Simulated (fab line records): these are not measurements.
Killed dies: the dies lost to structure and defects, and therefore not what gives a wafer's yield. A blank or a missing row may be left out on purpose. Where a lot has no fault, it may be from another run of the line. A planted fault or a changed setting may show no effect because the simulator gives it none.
Which of the tools did it? | flow rit-cmos | Sampling: 13 lots, 39 wafers, 3 of 202 route steps

== WHAT THE GAUGES READ, wafer by wafer ==
RIT_PSD_OVL_MEAS_06.
lot  | measured    | on         | PSD_OVL (nm)
L965 | day 3 06:40 | overlay-01 | 0.3 0.8 1.0
L966 | day 3 12:34 | overlay-01 | 1.7 -0.6 1.6
L968 | day 4 00:41 | overlay-01 | -1.1 1.9 0.9
L970 | day 4 07:38 | overlay-02 | -0.9 -2.5 -0.7
L972 | day 4 13:23 | overlay-02 | - - -
L975 | day 5 03:26 | overlay-02 | -0.1 -0.2 -1.7
L982 | day 6 14:27 | overlay-01 | 4.4 2.2 2.7
L983 | day 6 19:46 | overlay-01 | 2.7 3.5 2.4
L984 | day 6 23:13 | overlay-01 | 0.6 -1.0 -0.3
L985 | day 7 05:01 | overlay-01 | -1.1 -0.2 1.3
L986 | day 7 08:37 | overlay-02 | -0.2 -0.1 -1.4
L987 | day 7 14:20 | overlay-01 | 0.8 0.4 -0.1
L988 | day 7 19:13 | overlay-01 | 3.7 0.5 2.2

RIT_PSD_TW_MEAS_10.
lot  | measured    | on            | PSD_TW
L965 | day 3 07:11 | film-metro-02 | 3483 3515 3498
L966 | day 3 13:05 | film-metro-03 | 3414 3411 3410
L968 | day 4 01:13 | film-metro-03 | 3407 3419 3420
L970 | day 4 08:09 | film-metro-03 | 3406 3388 3409
L972 | day 4 14:01 | film-metro-03 | 30 30 30
L975 | day 5 03:56 | film-metro-01 | 3435 3430 3429
L982 | day 6 14:58 | film-metro-01 | 3443 3459 3443
L983 | day 6 20:16 | film-metro-01 | 3436 3452 3429
L984 | day 6 23:44 | film-metro-01 | 3435 3435 3418
L985 | day 7 05:32 | film-metro-03 | 3385 3390 3397
L986 | day 7 09:07 | film-metro-02 | 3509 3514 3491
L987 | day 7 14:52 | film-metro-03 | 3394 3397 3420
L988 | day 7 19:43 | film-metro-02 | 3502 3501 3492

== WHAT TOOL EACH LOT RAN ON (gives the tool, then ch and the chambers of the sampled wafers, and finally the start) ==
lot  | RIT_PSD_EXPOSE_03
L965 | iline-stepper-01 ch 0, day 3 06:17
L966 | iline-stepper-02 ch 0, day 3 12:07
L968 | iline-stepper-02 ch 0, day 4 00:19
L970 | iline-stepper-01 ch 0, day 4 07:16
L972 | iline-stepper-01 ch 0, day 4 12:59
L975 | iline-stepper-01 ch 0, day 5 03:03
L982 | iline-stepper-01 ch 0, day 6 14:05
L983 | iline-stepper-01 ch 0, day 6 19:22
L984 | iline-stepper-01 ch 0, day 6 22:52
L985 | iline-stepper-01 ch 0, day 7 04:37
L986 | iline-stepper-02 ch 0, day 7 08:13
L987 | iline-stepper-01 ch 0, day 7 13:58
L988 | iline-stepper-01 ch 0, day 7 18:49
- RIT_PSD_EXPOSE_03: exposes mask M10, target cd 40900 nm.

== AS READ BY THE TOOLS THEMSELVES (means over the sampled wafers that have a number; for cases with no such wafer, the mark the record gives instead) ==
RIT_PSD_EXPOSE_03.
lot  | tool             | focus-offset-nm (nm)
L965 | iline-stepper-01 | 0.2
L966 | iline-stepper-02 | -0.1
L968 | iline-stepper-02 | 0.9
L970 | iline-stepper-01 | -0.7
L972 | iline-stepper-01 | -0.2
L975 | iline-stepper-01 | -1.2
L982 | iline-stepper-01 | 0.4
L983 | iline-stepper-01 | 0.0
L984 | iline-stepper-01 | -0.0
L985 | iline-stepper-01 | 0.4
L986 | iline-stepper-02 | -0.5
L987 | iline-stepper-01 | -0.1
L988 | iline-stepper-01 | -0.1

== THE ANSWER, worked out from the rows above alone ==
Rule: what is usual is taken from the lots themselves. Put in order of their means at a reading, lots are off if they are a third of the lots or fewer, leave a main group of 4 or more, and stand apart from it by a gap of 3 or more times the standard deviation of the main group's means; of several such gaps the widest counts. Not used: any main group whose means are identical at the precision the tables above print for the reading. A lot without any number at a reading at which 4 lots or more have one is off too. Any other lot the step has rows for is counted as sound. After the gauges, taken in route order, come the tools' own readings; for these a lot's mean is taken, as printed above. At the first step where some lot is off, the reading lying furthest off is the one used; lots without a number count as furthest.
Off: at RIT_PSD_OVL_MEAS_06 (PSD_OVL), L972. Without a number there: L972. For the main group the mean is 0.7 nm and the standard deviation 1.3.
If a tool, at a process step before that reading, ran all the lots that are off and no sound lot after the first of them, it fits. Not tried: the gauges at RIT_PSD_OVL_MEAS_06; whatever is off there is also off at RIT_PSD_TW_MEAS_10, on other tools, and gauge error can't account for it. Not one of the candidates tried fits.

== WHAT THE SIMULATOR HAD INSERTED ==
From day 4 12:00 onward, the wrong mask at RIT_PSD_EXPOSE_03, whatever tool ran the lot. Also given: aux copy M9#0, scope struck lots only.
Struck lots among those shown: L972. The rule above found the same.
